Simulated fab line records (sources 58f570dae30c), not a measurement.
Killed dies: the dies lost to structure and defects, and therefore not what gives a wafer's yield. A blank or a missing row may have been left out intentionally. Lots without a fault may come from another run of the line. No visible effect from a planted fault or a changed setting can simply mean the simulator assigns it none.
Struck lot and sound lot, side by side    flow berkeley_cmos170    19 steps out of a route of 331
Sound: the wafers L530.1, L530.2, L530.5. The struck wafers were L525.1, L525.2, L525.3. The cause is given at the end.
For every step that has rows: the tool of each side, followed by ch and its chambers, followed by its first start. Under that, the readings that differ: sound wafers    struck wafers    difference of the means    sigmas: that difference in standard deviations of wafers without a fault.
alike: readings with means less than 2 such deviations apart, plus words and numbers identical on both sides. not compared: withheld readings, readings lacking a value on some wafer, bounds such as >300 that could conceal the same value, and numbers that have no deviation in the record and whose values overlap.
A row with sigmas, a row that says differs or no value, or rows on one side alone: a step with any of these is where the two part. Numbers that have no deviation but don't overlap get no sigmas and don't part them. A reading that every wafer of one side lacks parts them only if that side has two wafers or more.

first, 4 steps without rows for these wafers: UCB170_PLDD_SOFTBAKE_02 (time 60 s); UCB170_PLDD_EXPOSE_03 (exposes mask PSELECT, target cd 1200 nm); UCB170_PLDD_PEB_04; UCB170_PLDD_DEVELOP_05 (develop time 45 s).
UCB170_PLDD_CD_MEAS_06: the cd target is 1200 nm.
  sound on cd_sem-02 at day 9 20:43; struck on cd_sem-01 at day 9 06:53
  alike: cd_nm
UCB170_PLDD_OVL_MEAS_07:
  sound on overlay-02 at day 9 20:50; struck on overlay-01 at day 9 07:00
  alike: PLDD_OVL
then, 2 steps without rows for these wafers: UCB170_PLDD_IMPLANT_08; UCB170_PLDD_IMPLANT_09.
UCB170_PLDD_STRIP_10: strips in O2.
  sound on plasma_asher-04 ch 0,1, day 9 21:10; struck on plasma_asher-04 ch 0,1, day 9 07:20
  alike: drypump_motor_current_A, oes_product_au, strip_time_to_endpoint_s
  not compared: rf_hours_counter_h
UCB170_PLDD_TW_MEAS_11:
  sound on film_metro-01 at day 9 21:16; struck on film_metro-04 at day 9 07:26
  alike: PLDD_TW
then, 2 steps without rows for these wafers: UCB170_PLDD_CLEAN_12 (cleans in SPM, time 600 s); UCB170_NLDD_HMDS_00 (prime time 60 s).
UCB170_NLDD_COAT_01: resist thk 900 nm.
  struck on litho_track-03, day 9 08:06; sound on litho_track-01 ch 0, day 9 22:05
  no value came back on the struck wafers for chill_plate_temp_C (C), dispense_pressure_kPa (kPa); on the sound wafers chill_plate_temp_C (C) reads 23.04 23.08 23.14
then, 4 steps without rows for these wafers: UCB170_NLDD_SOFTBAKE_02 (time 60 s); UCB170_NLDD_EXPOSE_03 (exposes mask NSELECT, target cd 1200 nm); UCB170_NLDD_PEB_04; UCB170_NLDD_DEVELOP_05 (develop time 45 s).
UCB170_NLDD_CD_MEAS_06: the cd target is 1200 nm.
  sound on cd_sem-02 at day 9 22:56; struck on cd_sem-02 at day 9 09:16
reading     sound                 struck  difference                     sigmas
cd_nm (nm)  1199.1 1198.6 1198.7  - - -   no value on the struck wafers  
UCB170_NLDD_OVL_MEAS_07:
  sound on overlay-02 at day 9 23:03; struck on overlay-02 at day 9 09:23
reading        sound   struck  difference                     sigmas
NLDD_OVL (nm)  -6 6 3  - - -   no value on the struck wafers  

== WHERE THEY PART ==
Earliest at UCB170_NLDD_COAT_01; latest, in this record, at UCB170_NLDD_OVL_MEAS_07.

WHY: what had been put in by the simulator
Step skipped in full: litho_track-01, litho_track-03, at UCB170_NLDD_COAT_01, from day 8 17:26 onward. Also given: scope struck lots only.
